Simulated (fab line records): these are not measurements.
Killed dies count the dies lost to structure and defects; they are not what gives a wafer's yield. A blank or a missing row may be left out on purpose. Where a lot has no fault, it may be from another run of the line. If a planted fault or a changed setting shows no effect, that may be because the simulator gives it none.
Comparing a struck lot with a sound one	flow rit cmos	15 steps out of a route of 202
Sound: the wafers L851.2, L851.5, L851.6. Wafers L858.2, L858.5, L858.6 were the ones struck. The cause comes at the end.
Each step with rows lists, per side, the tool, then ch with its chambers, then its first start. Under that, the readings that differ: sound wafers	struck wafers	difference of the means	sigmas: that difference in standard deviations of wafers without a fault.
alike: readings whose means differ by less than 2 such deviations, and words and numbers that are the same on both sides. not compared: withheld readings, readings that some wafer has no value for, bounds like >300 that may hide the same value, and numbers for which the record gives no deviation and whose values overlap.
A row with sigmas, a row that says differs or no value, or rows on one side alone: a step with any of these is where the two part. Non-overlapping numbers with no deviation appear without sigmas and do not part them. Lack of a reading on every wafer of one side parts them only where that side has two or more wafers.

RIT_GATE_STRIP_20: strips in O2, time 180 s.
  sound on plasma asher-03 ch 0,1, day 3 08:22; struck on plasma asher-03 ch 0,1, day 4 13:39
  alike: drypump motor current A
  not compared: rf hours counter h
RIT_GATE_CD_MEAS_90: the cd target is 150 nm.
  sound on cd sem-02 at day 3 08:33; struck on cd sem-02 at day 4 13:50
  alike: cd nm
then, 4 steps without rows for these wafers: RIT_REOX_CLEAN_00 (cleans in SC1, time 600 s); RIT_REOX_CLEAN_01 (cleans in dHF, time 30 s); RIT_REOX_CLEAN_02 (cleans in SC2, time 600 s); RIT_REOX_OXIDATION_03 (target thk 25.2 nm, ox time 5580 s).
RIT_REOX_THK_MEAS_04:
  sound on film metro-04 at day 3 11:46; struck on film metro-03 at day 4 17:37
reading	sound	struck	difference	sigmas
REOX_OXIDE_THK (nm)	24.7 25.0 24.6	25.9 25.5 26.0	+1.0	+3
then, 5 steps without rows for these wafers: RIT_NLDD_HMDS_00 (prime time 60 s); RIT_NLDD_COAT_01 (resist thk 1000 nm); RIT_NLDD_SOFTBAKE_02 (time 60 s); RIT_NLDD_EXPOSE_03 (exposes mask M7, target cd 40700 nm); RIT_NLDD_PEB_04.
RIT_NLDD_DEVELOP_05: develop time 50 s.
  sound on litho track-04 ch 0, day 3 12:00; struck on litho track-04 ch 0, day 4 18:00
reading	sound	struck	difference	sigmas
developer temp C (C)	22.88 22.92 22.93	24.20 24.01 24.03	+1.17	+10
RIT_NLDD_OVL_MEAS_06:
  sound on overlay-02 at day 3 12:46; struck on overlay-01 at day 4 18:41
  alike: NLDD_OVL
RIT_M1_PROBE_99:
  sound on prober-01 at day 4 05:08; struck on prober-02 at day 5 10:28
  alike: killed at front end, killed dies, killed open, killed short

== WHERE THEY PART ==
Earliest at RIT_REOX_THK_MEAS_04; latest, in this record, at RIT_NLDD_DEVELOP_05. Later steps at which nothing parts them and some readings are alike: RIT_NLDD_OVL_MEAS_06, RIT_M1_PROBE_99.

WHY: the cause the simulator had injected
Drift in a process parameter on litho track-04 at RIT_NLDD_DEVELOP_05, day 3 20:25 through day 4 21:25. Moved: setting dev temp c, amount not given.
